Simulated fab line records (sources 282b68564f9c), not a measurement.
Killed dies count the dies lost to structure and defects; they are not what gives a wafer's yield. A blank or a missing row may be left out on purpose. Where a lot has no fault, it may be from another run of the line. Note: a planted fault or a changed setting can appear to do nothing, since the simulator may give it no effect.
A struck lot beside a sound one / flow rit_cmos / 18 steps out of a route of 202
Sound: wafers L411.1, L411.4, L411.5. Struck: wafers L421.2, L421.3, L421.4. Last of all comes the cause.
Order at every step that has rows: each side's tool, ch and its chambers, its first start. Under that, the readings that differ: sound wafers / struck wafers / difference of the means / sigmas: that difference in standard deviations of wafers without a fault.
alike: words and numbers the same on both sides, and readings whose means are apart by under 2 such deviations; not compared: readings that were withheld, readings missing a value for some wafer, numbers with overlapping values and no deviation given by the record, and bounds like >300 which may hide the same value.
A row with sigmas, a row that says differs or no value, or rows on one side alone: a step with any of these is where the two part. Non-overlapping numbers with no deviation appear without sigmas and do not part them. Lack of a reading on every wafer of one side parts them only where that side has two or more wafers.

first, 4 steps without rows for these wafers: RIT_PSD_SOFTBAKE_02 (time 60 s); RIT_PSD_EXPOSE_03 (exposes mask M10, target cd 40900 nm); RIT_PSD_PEB_04; RIT_PSD_DEVELOP_05 (develop time 51.76 s).
RIT_PSD_OVL_MEAS_06:
  sound: overlay-01 at day 4 23:07; struck: overlay-02 at day 7 00:24
  alike: PSD_OVL
then, 2 steps without rows for these wafers: RIT_PSD_HARDBAKE_07 (time 60 s); RIT_PSD_IMPLANT_08.
RIT_PSD_STRIP_09: strips in O2, time 180 s.
  sound on plasma_asher-04 ch 0,1, day 4 23:27; struck on plasma_asher-01 ch 0,1, day 7 00:44
  alike: drypump_motor_current_A
  not compared: rf_hours_counter_h
RIT_PSD_TW_MEAS_10:
  sound: film_metro-02 at day 4 23:38; struck: film_metro-03 at day 7 00:55
  alike: PSD_TW
then, 3 steps without rows for these wafers: RIT_SDANNEAL_CLEAN_00 (cleans in SC1, time 600 s); RIT_SDANNEAL_CLEAN_01 (cleans in dHF, time 30 s); RIT_SDANNEAL_CLEAN_02 (cleans in SC2, time 600 s).
RIT_SDANNEAL_RTA_03: time 5 s.
  sound on rtp_anneal-01 ch 0, day 5 00:04; struck on rtp_anneal-01 ch 0, day 7 01:21
reading=wafer_temp_C_max; sound=1052.6 1055.7 1055.0; struck=1034.1 1032.5 1034.0; difference=-20.9; sigmas=-17
RIT_SDANNEAL_RS_MEAS_04: measures by four-point-probe.
  sound: film_metro-03 at day 5 00:08; struck: film_metro-01 at day 7 01:46
reading=PSD_RS (ohm/sq); sound=116.3 115.9 116.1; struck=130.4 130.2 130.2; difference=+14.2; sigmas=+43
  not compared: hold
RIT_SDANNEAL_RS_MEAS_05: measures by four-point-probe.
  sound: film_metro-03 at day 5 00:15; struck: film_metro-01 at day 7 09:21
reading=hold; sound=- - -; struck=await_dispo/7.5h/release await_dispo/7.5h/release await_dispo/7.5h/release; difference=no value on the sound wafers; sigmas=
reading=NSD_RS (ohm/sq); sound=84.5 84.2 84.5; struck=85.2 85.1 85.3; difference=+0.8; sigmas=+3
RIT_SDANNEAL_RS_MEAS_06: measures by four-point-probe.
  sound: film_metro-03 at day 5 00:22; struck: film_metro-01 at day 7 09:46
reading=PLDD_RS (ohm/sq); sound=179.0 178.5 178.7; struck=193.7 193.8 194.4; difference=+15.2; sigmas=+37
  not compared: hold
RIT_SDANNEAL_RS_MEAS_07: measures by four-point-probe.
  sound: film_metro-03 at day 5 00:29; struck: film_metro-01 at day 7 14:52
reading=hold; sound=- - -; struck=await_dispo/5.0h/release await_dispo/5.0h/release await_dispo/5.0h/release; difference=no value on the sound wafers; sigmas=
  alike: NLDD_RS
RIT_M1_PROBE_99:
  sound: prober-02 at day 5 07:46; struck: prober-02 at day 7 21:46
  alike: killed_at_front_end, killed_dies, killed_open, killed_short

## WHERE THEY PART
Last at RIT_SDANNEAL_RS_MEAS_07 as far as this record goes, first at RIT_SDANNEAL_RTA_03. Later steps at which nothing parts them and some readings are alike: RIT_M1_PROBE_99.

WHY: what the simulator had put in
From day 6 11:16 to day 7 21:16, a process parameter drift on rtp_anneal-01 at RIT_SDANNEAL_RTA_03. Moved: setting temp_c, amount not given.
